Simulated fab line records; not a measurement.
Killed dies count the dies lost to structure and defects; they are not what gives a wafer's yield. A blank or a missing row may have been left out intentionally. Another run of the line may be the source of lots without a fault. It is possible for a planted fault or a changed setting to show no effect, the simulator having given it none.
Which tool was responsible? | flow rit-cmos | 14 lots with 42 wafers sampled at 3 steps, on a route of 202 steps

== WHAT EACH GAUGE READ, for each wafer ==
RIT_NSD_TW_MEAS_10.
lot  | measured    | on            | NSD_TW
L409 | day 2 23:32 | film-metro-03 | 3167 3187 3182
L410 | day 3 05:20 | film-metro-04 | 3142 3126 3131
L411 | day 3 09:08 | film-metro-03 | 3203 3188 3186
L412 | day 3 14:24 | film-metro-04 | 3160 3150 3151
L413 | day 3 18:38 | film-metro-04 | 3141 3144 3133
L414 | day 4 00:59 | film-metro-03 | 3162 3149 3164
L416 | day 4 10:08 | film-metro-03 | 3144 3153 3137
L417 | day 4 15:04 | film-metro-03 | 3157 3143 3139
L420 | day 5 06:09 | film-metro-02 | 3118 3109 3107
L421 | day 5 11:06 | film-metro-02 | 2835 2835 2839
L422 | day 5 17:32 | film-metro-04 | 2885 2871 2886
L429 | day 7 03:17 | film-metro-04 | 3148 3159 3146
L431 | day 7 15:22 | film-metro-04 | 3157 3144 3144
L432 | day 7 23:20 | film-metro-02 | 3147 3149 3128

RIT_SDANNEAL_RS_MEAS_05: uses a four-point probe to measure.
lot  | measured    | on            | NSD_RS (ohm/sq)
L409 | day 3 01:35 | film-metro-03 | 82.99 83.20 82.81
L410 | day 3 07:23 | film-metro-04 | 83.67 83.11 83.22
L411 | day 3 11:10 | film-metro-04 | 83.35 83.20 83.36
L412 | day 3 16:33 | film-metro-02 | 82.87 82.93 83.15
L413 | day 3 20:50 | film-metro-04 | 83.85 83.77 83.66
L414 | day 4 03:04 | film-metro-02 | 83.31 83.26 83.00
L416 | day 4 12:10 | film-metro-02 | 83.52 83.53 83.68
L417 | day 4 17:07 | film-metro-03 | 83.40 83.63 83.49
L420 | day 5 08:21 | film-metro-04 | 83.23 83.04 82.75
L421 | day 5 13:17 | film-metro-03 | 85.99 86.62 86.31
L422 | day 5 19:42 | film-metro-04 | 85.90 86.50 86.32
L429 | day 7 05:26 | film-metro-02 | 82.96 82.98 83.01
L431 | day 7 17:32 | film-metro-02 | 83.17 83.42 83.25
L432 | day 8 01:31 | film-metro-03 | 83.51 83.59 83.83

== EACH LOT AND THE TOOL THAT RAN IT (in order: tool; ch and the chambers of the sampled wafers; start) ==
lot  | RIT_NSD_IMPLANT_08
L409 | implanter-03 ch 0, day 2 23:14
L410 | implanter-02 ch 0, day 3 05:02
L411 | implanter-02 ch 0, day 3 08:49
L412 | implanter-01 ch 0, day 3 14:05
L413 | implanter-02 ch 0, day 3 18:22
L414 | implanter-03 ch 0, day 4 00:39
L416 | implanter-03 ch 0, day 4 09:49
L417 | implanter-01 ch 0, day 4 14:45
L420 | implanter-01 ch 0, day 5 05:50
L421 | implanter-02 ch 0, day 5 10:47
L422 | implanter-02 ch 0, day 5 17:13
L429 | implanter-03 ch 0, day 7 02:57
L431 | implanter-01 ch 0, day 7 15:02
L432 | implanter-03 ch 0, day 7 23:03
- RIT_NSD_IMPLANT_08

== AS READ BY THE TOOLS THEMSELVES (means over the sampled wafers that have a number; for cases with no such wafer, the mark the record gives instead) ==
RIT_NSD_IMPLANT_08.
lot  | tool         | beam-energy-keV | beam-on-s (s) | end-station-pressure-torr (Torr)
L409 | implanter-03 | 25.001          | 10.01         | 7.5e-06
L410 | implanter-02 | 25.007          | 9.93          | 7.8e-06
L411 | implanter-02 | 25.002          | 10.01         | 7.9e-06
L412 | implanter-01 | 24.988          | 10.26         | 7.5e-06
L413 | implanter-02 | 25.008          | 10.04         | 7.5e-06
L414 | implanter-03 | 24.986          | 9.90          | 7.5e-06
L416 | implanter-03 | 24.987          | 10.07         | 7.5e-06
L417 | implanter-01 | 24.997          | 10.01         | 7.2e-06
L420 | implanter-01 | 25.006          | 9.86          | 7.7e-06
L421 | implanter-02 | 17.504          | 9.91          | 7.1e-06
L422 | implanter-02 | 17.493          | 9.89          | 7.4e-06
L429 | implanter-03 | 24.991          | 9.93          | 7.5e-06
L431 | implanter-01 | 25.004          | 9.98          | 7.5e-06
L432 | implanter-03 | 25.002          | 9.96          | 7.6e-06

== THE ANSWER, worked out from the rows above alone ==
Rule: the lots themselves supply what counts as usual. Put in order of their means at a reading, lots are off if they are a third of the lots or fewer, leave a main group of 4 or more, and stand apart from it by a gap of 3 or more times the standard deviation of the main group's means; of several such gaps the widest counts. The tables above print the reading to a certain number of digits; a main group whose means all agree to those digits is not used. Also off: a lot with no number at a reading for which 4 or more lots have one. Where the step has rows for the other lots, those lots are counted as sound. After the gauges, taken in route order, come the tools' own readings; for these a lot's mean is taken, as printed above. The first step at which some lot is off is used, and at that step the reading that is off furthest; a lot without a number counts as furthest.
Off: L421, L422, at RIT_NSD_TW_MEAS_10 (NSD_TW). The main group has a mean of 3150 with a standard deviation of 20.
A tool fits if, at a process step before that reading, it ran every lot that is off, and no sound lot after the first of them. The gauges at RIT_NSD_TW_MEAS_10 aren't tried: what is off there is off at RIT_NSD_IMPLANT_08 too, on other tools, and a gauge's error can't cause that. One candidate fits, namely implanter-02 at RIT_NSD_IMPLANT_08. Its last sound lot is L413 (day 3 18:22), its first lot that is off L421 (day 5 10:47): a fault that began between those two fits.
The tool's own readings at RIT_NSD_IMPLANT_08 bear it out: on the lots that are off they differ by more than 5 times the standard deviation of the sound lots' means. beam-energy-keV reads 17.498 there against 24.998 on the sound lots.

== WHAT THE SIMULATOR HAD PUT IN ==
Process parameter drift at RIT_NSD_IMPLANT_08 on implanter-02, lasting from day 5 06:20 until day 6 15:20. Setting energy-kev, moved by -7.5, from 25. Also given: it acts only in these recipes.
Lots struck among those shown: L421, L422. The rule above found the same.
